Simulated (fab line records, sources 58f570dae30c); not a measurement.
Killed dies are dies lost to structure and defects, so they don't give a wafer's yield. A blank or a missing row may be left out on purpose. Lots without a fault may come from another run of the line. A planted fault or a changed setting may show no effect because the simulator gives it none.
Chamber matching | flow berkeley_cmos170 | UCB170_M3_ETCH_17 on rie_diel-01: 4 sister chambers
The step etches BARC in N2/H2. 14 wafers are shown with their chamber, then 7 later ones without.

WAFERS WITH THEIR CHAMBER
wafer  | chamber | throttle_valve_pct (%) | oes_product_au (a.u.)
L269.1 | 3       | 13.40                  | 1.018
L269.5 | 0       | 13.14                  | 1.002
L269.6 | 3       | 13.40                  | 1.024
L271.2 | 0       | 13.14                  | 1.015
L271.4 | 2       | 13.16                  | 0.983
L271.5 | 3       | 13.41                  | 1.018
L274.3 | 2       | 13.18                  | 0.971
L274.4 | 2       | 13.17                  | 0.966
L274.5 | 3       | 13.43                  | 1.006
L283.2 | 0       | 13.17                  | 1.006
L283.3 | 2       | 13.16                  | 0.970
L283.5 | 3       | 13.41                  | 1.007
L287.1 | 2       | 13.16                  | 0.977
L287.4 | 1       | 13.04                  | 1.025

SIGNATURES (means of the wafers above)
reading            | chamber 0 | chamber 1 | chamber 2 | chamber 3 | scatter within a chamber
throttle_valve_pct | 13.1500   | 13.0400   | 13.1660   | 13.4100   | 0.0123
oes_product_au     | 1.00767   | 1.02500   | 0.97340   | 1.01460   | 0.00713
Rule: a wafer's distance from a chamber is the root of the sum, over the readings, of the square of ((its reading less the chamber's mean) divided by the reading's scatter). The wafer belongs to the nearest chamber; if the next one is less than 2 further off, it can't be placed. The scatter: the root of (the sum of the squares of (reading less its chamber's mean) over the shown wafers, divided by (wafers less chambers)).

WAFERS WITHOUT THEIR CHAMBER
wafer  | throttle_valve_pct (%) | oes_product_au (a.u.)
L287.6 | 13.43                  | 1.009
L288.1 | 13.15                  | 0.976
L288.2 | 13.03                  | 1.032
L288.5 | 13.16                  | 0.973
L290.1 | 13.16                  | 1.016
L290.3 | 13.16                  | 0.976
L290.4 | 13.41                  | 1.017

WHICH CHAMBER EACH WENT THROUGH
wafer  | from the rows above | in truth
L287.6 | 3                   | 3
L288.1 | 2                   | 2
L288.2 | 1                   | 1
L288.5 | 2                   | 2
L290.1 | 0                   | 0
L290.3 | 2                   | 2
L290.4 | 3                   | 3
Placed correctly: 7 of 7. Can't be placed from these rows: 0. Placed wrongly: 0.
